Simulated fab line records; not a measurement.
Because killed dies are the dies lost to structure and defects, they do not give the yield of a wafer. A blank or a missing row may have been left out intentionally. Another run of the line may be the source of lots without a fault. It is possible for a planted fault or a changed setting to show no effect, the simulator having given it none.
fab line records -- flow rit_cmos
[record] lots = 7, wafers = 21, last_day = 7
route steps=202 shown FOX1@21 FOX2@23 NWELL@28
lots untouched by any fault: they come from a run of this same line in which no faults occurred
start_h: hours from the record's first day to the start of the lot's first wafer shown -- wait_h: how many hours have passed since the lot's step before this one -- " repeats the value in the row above -- L1.1+2: a row that stands for several wafers -- - no value present, or no start provided -- * or withheld: withheld -- < > ~ a bound
route shown NAME@n: a module of which the file shows steps, and the number in the route of the first -- usual: mean/standard deviation taken from wafers without a fault -- same: alike in all rows -- chamber/n: place in a boat -- sites: readings site by site -- _std_site: their standard deviation -- _edge_site: outer sites' mean less inner sites' -- radius_mm: for every site, how far away it sits from the centre of the wafer -- mask NAME#n: copy n -- behind: the most recent tool/chamber to have shaped the wafer -- hold: reason for holding the lot/hours on hold/outcome of the hold -- device: which transistor (n, p or np) failed to switch -- end of line: the same wafers' tests at the end of the route -- where a step has no rows: the recipe by itself -- killed: the dies lost at the first sort to structure and to defects; this is not the yield of the wafer -- map: shows each die of a wafer: x if killed, . if not, _ if none is there
set.NAME: the setting as run; set.NAME@STEP: as run at that earlier step -- model.NAME: the simulator's own value behind a step, which no gauge read
lots at some steps of the route; a table a step, a row a wafer
[[steps]]
[step RIT_FOX1_THK_MEAS_01]
[recipe] reads = SiO2_of_FOX1_OXIDATION_00
[usual] FOX1_OXIDE_THK = 350/5.7
lot.wafer,tool,chamber,start_h,wait_h,FOX1_OXIDE_THK[nm]
L556.1,film_metro-02,-,29.81,0.0,350
L556.4,film_metro-02,-,29.81,0.0,353
L556.6,film_metro-02,-,29.81,0.0,352
L563.1,film_metro-01,-,62.82,0.0,338
L563.3,film_metro-01,-,62.82,0.0,335
L563.4,film_metro-01,-,62.82,0.0,336
L564.3,film_metro-04,-,67.38,0.0,343
L564.5,film_metro-04,-,67.38,0.0,345
L564.6,film_metro-04,-,67.38,0.0,348
L565.1,film_metro-04,-,73.37,0.0,344
L565.2,film_metro-04,-,73.37,0.0,343
L565.6,film_metro-04,-,73.37,0.0,341
L567.4,film_metro-02,-,82.66,0.0,354
L567.5,film_metro-02,-,82.66,0.0,349
L567.6,film_metro-02,-,82.66,0.0,347
L572.1,film_metro-02,-,109.49,0.0,344
L572.3,film_metro-02,-,109.49,0.0,345
L572.4,film_metro-02,-,109.49,0.0,348
L575.1,film_metro-04,-,122.05,0.0,343
L575.2,film_metro-04,-,122.05,0.0,336
L575.5,film_metro-04,-,122.05,0.0,342
[step RIT_FOX1_WET_ETCH_02]
[recipe] chemistry = BOE, target_depth_nm = 350, time_s = 390, temp_c = 21.5, dry = n2_spin, dilution = 10:1, target = SiO2
[step RIT_FOX2_OXIDATION_00]
[recipe] temp_c = 1100, ambient = H2O, target_thk_a = 3507, p_h2o_torr = 720, ox_time_s = 1130
[step RIT_FOX2_THK_MEAS_01]
[recipe] reads = SiO2_of_FOX2_OXIDATION_00
[usual] FOX2_OXIDE_THK = 351/7.1
lot.wafer,tool,chamber,start_h,wait_h,FOX2_OXIDE_THK[nm]
L556.1,film_metro-01,-,32.16,0.0,354
L556.4,film_metro-01,-,32.16,0.0,352
L556.6,film_metro-01,-,32.16,0.0,353
L563.1,film_metro-03,-,64.39,0.0,343
L563.3,film_metro-03,-,64.39,0.0,343
L563.4,film_metro-03,-,64.39,0.0,345
L564.3,film_metro-02,-,69.92,0.0,353
L564.5,film_metro-02,-,69.92,0.0,350
L564.6,film_metro-02,-,69.92,0.0,348
L565.1,film_metro-01,-,74.86,0.0,346
L565.2,film_metro-01,-,74.86,0.0,349
L565.6,film_metro-01,-,74.86,0.0,349
L567.4,film_metro-01,-,84.16,0.0,350
L567.5,film_metro-01,-,84.16,0.0,346
L567.6,film_metro-01,-,84.16,0.0,352
L572.1,film_metro-01,-,111.12,0.0,355
L572.3,film_metro-01,-,111.12,0.0,357
L572.4,film_metro-01,-,111.12,0.0,355
L575.1,film_metro-02,-,123.54,0.0,347
L575.2,film_metro-02,-,123.54,0.0,360
L575.5,film_metro-02,-,123.54,0.0,362
[step RIT_FOX2_CLEAN_02]
[recipe] chemistry = dHF, dilution = 50:1, time_s = 180
[step RIT_FOX2_WET_ETCH_03]
[recipe] chemistry = H3PO4, target = Si3N4, target_depth_nm = 195, temp_c = 165, time_s = 2700
[step RIT_FOX2_THK_MEAS_90]
[recipe] reads = SiO2_of_FOX2_OXIDATION_00
[usual] FIELD_OXIDE_LEFT_1_THK = 323/7.1
lot.wafer,tool,chamber,start_h,wait_h,FIELD_OXIDE_LEFT_1_THK[nm]
L556.1,film_metro-02,-,33.03,0.0,327
L556.4,film_metro-02,-,33.03,0.0,324
L556.6,film_metro-02,-,33.03,0.0,325
L563.1,film_metro-01,-,65.26,0.0,316
L563.3,film_metro-01,-,65.26,0.0,316
L563.4,film_metro-01,-,65.26,0.0,318
L564.3,film_metro-02,-,70.80,0.0,325
L564.5,film_metro-02,-,70.80,0.0,322
L564.6,film_metro-02,-,70.80,0.0,321
L565.1,film_metro-03,-,75.81,0.0,319
L565.2,film_metro-03,-,75.81,0.0,322
L565.6,film_metro-03,-,75.81,0.0,322
L567.4,film_metro-02,-,85.04,0.0,322
L567.5,film_metro-02,-,85.04,0.0,319
L567.6,film_metro-02,-,85.04,0.0,325
L572.1,film_metro-02,-,112.00,0.0,327
L572.3,film_metro-02,-,112.00,0.0,330
L572.4,film_metro-02,-,112.00,0.0,328
L575.1,film_metro-03,-,124.42,0.0,319
L575.2,film_metro-03,-,124.42,0.0,333
L575.5,film_metro-03,-,124.42,0.0,334
[step RIT_NWELL_HMDS_00]
[recipe] prime_time_s = 60, prime_temp_c = 140
[step RIT_NWELL_COAT_01]
[recipe] resist = NOVOLAK, spin_rpm = 2000, resist_thk_nm = 1300
[step RIT_NWELL_SOFTBAKE_02]
[recipe] resist = NOVOLAK, temp_c = 90, time_s = 60
[step RIT_NWELL_EXPOSE_03]
[recipe] mask_id = M2, na = 0.57, target_cd_nm = 43900, dose_mj = 250
[step RIT_NWELL_PEB_04]
[recipe] resist = NOVOLAK, temp_c = withheld, time_s = withheld
[step RIT_NWELL_DEVELOP_05]
[recipe] resist = NOVOLAK, develop_time_s = 68, dev_temp_c = 23
[usual] chill_plate_temp_C = 22.99/0.096, develop_time_s = 68/0
lot.wafer,tool,chamber,start_h,wait_h,chill_plate_temp_C,develop_time_s
L556.1,litho_track-04,0,33,-,22.97,68
L556.4,litho_track-04,0,33,-,23.00,68
L556.6,litho_track-04,0,33,-,23.07,68
L563.1,litho_track-01,-,66,-,-,-
L563.3,litho_track-01,-,66,-,-,-
L563.4,litho_track-01,-,66,-,-,-
L564.3,litho_track-04,-,71,-,-,-
L564.5,litho_track-04,-,71,-,-,-
L564.6,litho_track-04,-,71,-,-,-
L565.1,litho_track-04,-,76,-,-,-
L565.2,litho_track-04,-,76,-,-,-
L565.6,litho_track-04,-,76,-,-,-
L567.4,litho_track-04,0,85,-,22.99,68
L567.5,litho_track-04,0,86,-,23.10,68
L567.6,litho_track-04,0,86,-,22.94,68
L572.1,litho_track-01,0,112,-,22.87,68
L572.3,litho_track-01,0,112,-,23.08,68
L572.4,litho_track-01,0,112,-,22.83,68
L575.1,litho_track-04,0,125,-,23.04,68
L575.2,litho_track-04,0,125,-,22.86,68
L575.5,litho_track-04,0,125,-,22.93,68
[step RIT_NWELL_OVL_MEAS_06]
[usual] NWELL_OVL = 0.4/1.1
lot.wafer,tool,chamber,start_h,wait_h,NWELL_OVL[nm]
L556.1,overlay-02,-,33.97,-,-0.4
L556.4,overlay-02,-,33.97,-,0.7
L556.6,overlay-02,-,33.97,-,-0.1
L563.1,overlay-01,-,66.40,-,-
L563.3,overlay-01,-,66.40,-,-
L563.4,overlay-01,-,66.40,-,-
L564.3,overlay-02,-,71.74,-,-
L564.5,overlay-02,-,71.74,-,-
L564.6,overlay-02,-,71.74,-,-
L565.1,overlay-01,-,76.75,-,-
L565.2,overlay-01,-,76.75,-,-
L565.6,overlay-01,-,76.75,-,-
L567.4,overlay-01,-,86.10,-,1.0
L567.5,overlay-01,-,86.10,-,0.9
L567.6,overlay-01,-,86.10,-,0.4
L572.1,overlay-02,-,112.94,-,0.2
L572.3,overlay-02,-,112.94,-,-0.3
L572.4,overlay-02,-,112.94,-,0.7
L575.1,overlay-01,-,125.36,-,1.3
L575.2,overlay-01,-,125.36,-,3.6
L575.5,overlay-01,-,125.36,-,0.1
[[key]]
[first_sign] step = RIT_NWELL_DEVELOP_05, reading = tool_record, direction = missing
effect none on later readings
met_at RIT_NWELL_DEVELOP_05
struck_wafers L563.1,L563.3,L563.4,L564.3,L564.5,L564.6,L565.1,L565.2,L565.6
sort_left_out L563.1,L563.3,L563.4,L564.3,L564.5,L564.6,L565.1,L565.2,L565.6
tester_left_out L563,L564,L565
onset_between 33 66
[fault] kind = skipped_step_whole, tool = litho_track-01,litho_track-04, chamber = -, onset_h = 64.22, steps = RIT_NWELL_DEVELOP_05, scope = struck_lots_only
// tester_left_out: of these lots the tester's yield and bins aren't shown, on N5 and GAA mostly nor the transistor test; their killed dies are dies lost to structure and defects alone, not to doping, threshold or leakage, so they don't give the yield
// sort_left_out: the simulated sort isn't trusted on such a fault, so these wafers' sort isn't shown, and their yield isn't known
